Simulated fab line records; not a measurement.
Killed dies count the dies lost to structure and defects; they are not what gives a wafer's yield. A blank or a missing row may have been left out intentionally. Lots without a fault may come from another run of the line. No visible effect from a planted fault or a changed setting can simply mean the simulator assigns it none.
The tool behind it: which one? -- flow berkeley_cmos170 -- at 1 step of a route of 331, 7 lots with 21 wafers sampled

## WHAT THE GAUGES SHOWED, per wafer
UCB170_PWELL_THK_MEAS_06.
lot,measured,on,PWELL_NITRIDE_THK (nm)
L822,day 3 05:52,film_metro-01,219.0 220.7 218.6
L825,day 3 21:23,film_metro-04,215.0 215.2 216.5
L826,day 4 03:12,film_metro-01,213.3 214.4 213.7
L831,day 5 08:49,film_metro-01,216.0 212.7 214.9
L837,day 6 14:20,film_metro-04,212.6 213.7 212.9
L838,day 6 20:17,film_metro-03,212.1 212.4 212.4
L843,day 8 00:56,film_metro-04,216.7 216.7 215.7

## WHAT TOOL EACH LOT RAN ON (gives the tool, then ch and the chambers of the sampled wafers, and finally the start)
No process step before these readings appears in the record.

## THE ANSWER, worked out from the rows above alone
Rule: the lots themselves supply what counts as usual. Put in order of their means at a reading, lots are off if they are a third of the lots or fewer, leave a main group of 4 or more, and stand apart from it by a gap of 3 or more times the standard deviation of the main group's means; of several such gaps the widest counts. The tables above print the reading to a certain number of digits; a main group whose means all agree to those digits is not used. A lot without any number at a reading at which 4 lots or more have one is off too. Where the step has rows for the other lots, those lots are counted as sound.
No lot is off on any of the readings shown, so nothing can be concluded from this.

## WHAT THE SIMULATOR HAD PUT IN
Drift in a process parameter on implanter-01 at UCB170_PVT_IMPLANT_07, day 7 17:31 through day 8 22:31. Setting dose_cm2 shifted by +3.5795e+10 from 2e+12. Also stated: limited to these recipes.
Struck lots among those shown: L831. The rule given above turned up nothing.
